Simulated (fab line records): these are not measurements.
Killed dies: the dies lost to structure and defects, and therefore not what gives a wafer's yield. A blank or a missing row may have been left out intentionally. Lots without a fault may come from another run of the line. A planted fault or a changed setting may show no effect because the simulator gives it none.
Which of the tools did it?	flow ritCmos	45 wafers from 15 lots sampled at 4 of the route's 202 steps

== WHAT THE GAUGES SHOWED, per wafer ==
RIT_NRETRO_OVL_MEAS_06. Usual: NRETRO_OVL typically reads 0.7 nm, with standard deviation 1.7.
lot	measured	on	NRETRO_OVL (nm)	flag
L846	day 2 05:53	overlay-01	0.0 1.6 1.1	
L847	day 2 11:05	overlay-02	0.4 0.2 1.1	
L848	day 2 16:02	overlay-02	0.4 -1.1 0.5	
L850	day 3 01:06	overlay-01	-0.6 -0.8 -0.7	
L851	day 3 07:28	overlay-01	-1.2 -0.5 -1.2	
L853	day 3 16:43	overlay-02	3.2 2.5 2.5	
L854	day 3 21:52	overlay-01	1.3 0.3 1.5	
L856	day 4 06:43	overlay-02	2.4 1.5 2.5	
L857	day 4 11:52	overlay-01	2.8 1.1 3.5	
L862	day 5 15:15	overlay-01	-0.5 0.7 -0.1	
L864	day 5 23:06	overlay-02	0.8 0.1 0.9	
L866	day 6 11:28	overlay-02	0.6 -0.6 2.3	
L867	day 6 15:05	overlay-01	-2.0 0.0 -0.9	
L868	day 6 18:50	overlay-02	1.6 0.0 0.7	
L869	day 7 00:03	overlay-01	-0.2 0.0 0.7	

RIT_M1_OVL_MEAS_10. Usual: M1_OVL typically reads -0.4 nm, with standard deviation 1.4.
lot	measured	on	M1_OVL (nm)	flag
L846	day 3 06:34	overlay-02	-2.0 -0.2 -1.6	
L847	day 3 12:00	overlay-02	-0.8 -0.6 -2.4	
L848	day 3 16:43	overlay-01	-1.8 -1.8 -1.1	
L850	day 4 01:26	overlay-02	-1.1 -2.5 -0.6	
L851	day 4 08:14	overlay-01	-0.4 -0.2 1.4	
L853	day 4 18:07	overlay-01	0.8 0.2 0.0	
L854	day 4 22:51	overlay-02	2.9 3.6 2.5	
L856	day 5 09:25	overlay-01	-0.5 -1.2 0.4	
L857	day 5 12:54	overlay-02	-1.1 -0.9 -0.2	
L862	day 6 15:32	overlay-01	0.3 0.1 -0.9	
L864	day 6 23:55	overlay-01	-0.3 -1.3 -0.3	
L866	day 7 14:53	overlay-02	-0.8 0.7 0.1	
L867	day 7 20:05	overlay-02	0.1 0.0 -1.2	
L868	day 7 22:23	overlay-02	3.3 3.3 4.4	
L869	day 8 03:26	overlay-02	-1.3 -0.3 -1.0	

RIT_M1_BOW_MEAS_16. Usual: M1_BOW typically reads 16 um, with standard deviation 6.4.
lot	measured	on	M1_BOW (um)	flag
L846	day 3 10:32	filmMetro-01	26 7 22	
L847	day 3 14:26	filmMetro-04	17 26 10	
L848	day 3 20:22	filmMetro-03	19 16 22	
L850	day 4 03:51	filmMetro-01	10 25 16	
L851	day 4 11:19	filmMetro-01	13 6 19	
L853	day 4 20:40	filmMetro-04	18 21 9	
L854	day 5 03:22	filmMetro-04	20 22 23	
L856	day 5 12:02	filmMetro-01	17 21 17	
L857	day 5 17:38	filmMetro-04	25 9 6	
L862	day 6 19:10	filmMetro-04	16 18 22	
L864	day 7 03:48	filmMetro-03	16 22 13	
L866	day 7 17:22	filmMetro-04	23 13 25	
L867	day 7 23:24	filmMetro-04	13 19 20	
L868	day 8 00:49	filmMetro-04	26 11 15	
L869	day 8 05:55	filmMetro-03	17 18 12	

== EACH LOT AND THE TOOL THAT RAN IT (in order: tool; ch and the chambers of the sampled wafers; start) ==
lot	RIT_SPACER_CLEAN_00
L846	wetBench-03 ch 0, day 2 19:37
L847	wetBench-03 ch 0, day 3 01:14
L848	wetBench-03 ch 0, day 3 06:02
L850	wetBench-01 ch 0, day 3 14:31
L851	wetBench-01 ch 0, day 3 21:07
L853	wetBench-03 ch 3, day 4 07:14
L854	wetBench-03 ch 3, day 4 12:10
L856	wetBench-03 ch 3, day 4 21:44
L857	wetBench-03 ch 0, day 5 02:11
L862	wetBench-04 ch 0, day 6 04:43
L864	wetBench-04 ch 1, day 6 13:11
L866	wetBench-04 ch 3, day 7 04:01
L867	wetBench-01 ch 3, day 7 09:16
L868	wetBench-04 ch 1, day 7 11:15
L869	wetBench-01 ch 0, day 7 16:55
- RIT_SPACER_CLEAN_00: cleans in SC1, time 600 s.

== AS READ BY THE TOOLS THEMSELVES (means over the sampled wafers that have a number; for cases with no such wafer, the mark the record gives instead) ==
The record holds no such reading with a usual standard deviation.

== THE ANSWER, worked out from the rows above alone ==
Rule: a lot is off if the mean of its wafers that have a number lies more than 3 standard deviations from the usual mean. A lot without any number at a reading at which 4 lots or more have one is off too. The other lots that the step has rows for count as sound. Order of review: gauges by route order, followed by the tools' own readings, for which a lot's mean as printed above is used. At the first step where some lot is off, the reading lying furthest off is the one used; lots without a number count as furthest.
Nothing can be told from this: no lot is off at any reading shown.

== WHAT THE SIMULATOR HAD INSERTED ==
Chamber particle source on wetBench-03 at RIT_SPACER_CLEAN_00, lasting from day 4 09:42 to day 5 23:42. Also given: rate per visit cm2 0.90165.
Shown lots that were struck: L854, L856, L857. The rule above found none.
